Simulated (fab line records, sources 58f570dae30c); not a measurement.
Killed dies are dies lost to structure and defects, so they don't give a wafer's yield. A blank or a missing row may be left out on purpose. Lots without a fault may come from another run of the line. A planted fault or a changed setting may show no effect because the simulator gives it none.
Which tool did it? | flow berkeley_cmos170 | 7 lots, 21 wafers sampled, at 3 steps of a route of 331

WHAT THE GAUGES READ, wafer by wafer
UCB170_WELLDRIVE_THK_MEAS_02.
lot  | measured    | on            | WELLDRIVE_OXIDE_THK (nm)
L901 | day 3 15:41 | film_metro-04 | 198 195 196
L904 | day 4 06:17 | film_metro-04 | 199 197 198
L906 | day 4 23:50 | film_metro-04 | 193 189 197
L910 | day 5 16:26 | film_metro-03 | 200 203 201
L916 | day 6 19:40 | film_metro-01 | 199 197 195
L920 | day 7 14:31 | film_metro-01 | 195 198 194
L923 | day 8 03:05 | film_metro-03 | 197 197 195

WHICH TOOL RAN EACH LOT (tool, then ch and the chambers of the sampled wafers, then the start)
lot  | UCB170_NWELL_ETCH_13              | UCB170_NWELL_IMPLANT_14
L901 | rie_diel-04 ch 0,1,2, day 2 11:27 | implanter-02 ch 0, day 2 11:35
L904 | rie_diel-04 ch 1,2,3, day 3 03:11 | implanter-04 ch 0, day 3 03:19
L906 | rie_diel-04 ch 0,1, day 3 15:31   | implanter-03 ch 0, day 3 15:39
L910 | rie_diel-02 ch 1,2, day 4 13:20   | implanter-03 ch 0, day 4 13:28
L916 | rie_diel-04 ch 0,1,3, day 5 14:31 | implanter-04 ch 0, day 5 14:39
L920 | rie_diel-01 ch 2,3, day 6 09:47   | implanter-04 ch 0, day 6 09:53
L923 | rie_diel-01 ch 0,1,2, day 7 04:33 | implanter-02 ch 0, day 7 04:40
- UCB170_NWELL_ETCH_13: etches Si3N4 in CH3F/Ar/O2, stops on SiO2, target depth 246.4 nm, time 154 s.
- UCB170_NWELL_IMPLANT_14

THE ANSWER, worked out from the rows above alone
Rule: what is usual is taken from the lots themselves. Put in order of their means at a reading, lots are off if they are a third of the lots or fewer, leave a main group of 4 or more, and stand apart from it by a gap of 3 or more times the standard deviation of the main group's means; of several such gaps the widest counts. A main group whose means are all the same, to the digits that the tables above print for the reading, isn't used. A lot without any number at a reading at which 4 lots or more have one is off too. The other lots that the step has rows for count as sound.
No lot is off at any reading shown: from this, nothing can be told.

WHAT THE SIMULATOR HAD PUT IN
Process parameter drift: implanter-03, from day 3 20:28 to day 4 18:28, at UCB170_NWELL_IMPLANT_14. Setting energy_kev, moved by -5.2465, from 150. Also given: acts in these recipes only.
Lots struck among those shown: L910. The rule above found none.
